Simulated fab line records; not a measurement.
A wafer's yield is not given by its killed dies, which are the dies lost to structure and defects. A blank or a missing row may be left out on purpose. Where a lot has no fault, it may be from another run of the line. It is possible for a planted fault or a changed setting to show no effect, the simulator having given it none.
8D (eight disciplines) problem report, filled in by code ; flow rit_cmos ; the parts of the form that need people (team, actions taken, sign-off) are left out

1. THE ISSUE
run_length_s at RIT_FOX2_CLEAN_02 reads a mean of 56 s on 3 wafers of 1 lot; wafers without a fault read 208 s with a standard deviation of 3.2. Measured from the usual mean, that is -48 standard deviations.
The step: cleans in dHF, time 180 s.
First observed at day 4 09:20: wafer L150.1, on wet_bench-02. Wafers with a number at this step in the record: 15, from 5 lots. Rule for "out", or "out of limits": more than 4 standard deviations from the usual mean. The rest of the wafers with a number are treated as sound.

2. WHAT IT IS AND WHAT IT IS NOT
question;is;is not
which readings at this step;run_length_s;-
which lots;L150;L143, L145, L151, L156
which wafers of those lots;all that have a number;-
read on which tools;wet_bench-02;wet_bench-01, wet_bench-03
when;from day 4 09:20;"up to then (6 sound wafers); but 6 sound wafers of L151, L156 came after"

3. WHAT RULES OUT EACH SUSPECT
Counting: a tool at a process step up to the reading stays a suspect if it ran every lot that is out and no sound lot after the first of them.
- rie_diel-02 at RIT_ACTIVE_ETCH_13 (etches Si3N4 in SF6, stops on SiO2, time 210 s, target depth 210 nm): kept. It ran the lot that is out, L150 (day 4 03:23), and no sound lot after that; its last sound lot up to then is L143 (day 2 20:19).
- plasma_asher-03 at RIT_ACTIVE_STRIP_14 (strips in O2, time 180 s): ruled out as a lasting fault. The sound lots L151 went through it after L150, its earliest lot that is out (day 4 03:31).
- wet_bench-02 at RIT_FOX2_CLEAN_02 (cleans in dHF, time 180 s): kept. It ran the lot that is out, L150 (day 4 09:20), and no sound lot after that; its last sound lot up to then is L145 (day 3 09:12). Its own run_length_s readings are out on those wafers.
After counting, rie_diel-02 at RIT_ACTIVE_ETCH_13 and wet_bench-02 at RIT_FOX2_CLEAN_02 remain.

4. THE CAUSE (what the simulator had put in)
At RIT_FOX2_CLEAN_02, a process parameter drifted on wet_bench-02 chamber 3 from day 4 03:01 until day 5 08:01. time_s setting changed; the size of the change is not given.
This tool is one of the 2 suspects left after counting.

5. SEQUENCE OF EFFECTS, ordered by route
One row per reading whose mean, taken over the struck wafers that have a number, lies over 3 standard deviations from the usual. Only readings whose record carries a usual standard deviation are examined. hours: median over the lots of the time between each lot's start at the first step of this table that gives one and its start at this step. sigmas: the change, counted in usual standard deviations.
hours;step;reading;usual;on struck wafers;change;sigmas
0;RIT_FOX2_CLEAN_02;run_length_s;208 s;56;-152;-48
The process steps in it:
- RIT_FOX2_CLEAN_02: cleans in dHF, time 180 s.
Later measuring or inspecting steps at which every struck wafer that the step has a row for has a number for every such reading, and none has moved that far: RIT_FOX2_THK_MEAS_90, RIT_NWELL_OVL_MEAS_06, RIT_NWELL_TW_MEAS_10, RIT_PWELL_OVL_MEAS_06, RIT_PWELL_TW_MEAS_10, RIT_WELLDRIVE_RS_MEAS_01, RIT_WELLDRIVE_RS_MEAS_02.

6. WHAT WOULD HAVE CAUGHT IT SOONER
The fault began at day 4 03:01; the first out-of-limits reading in this record came at day 4 09:20, 6 hours later.
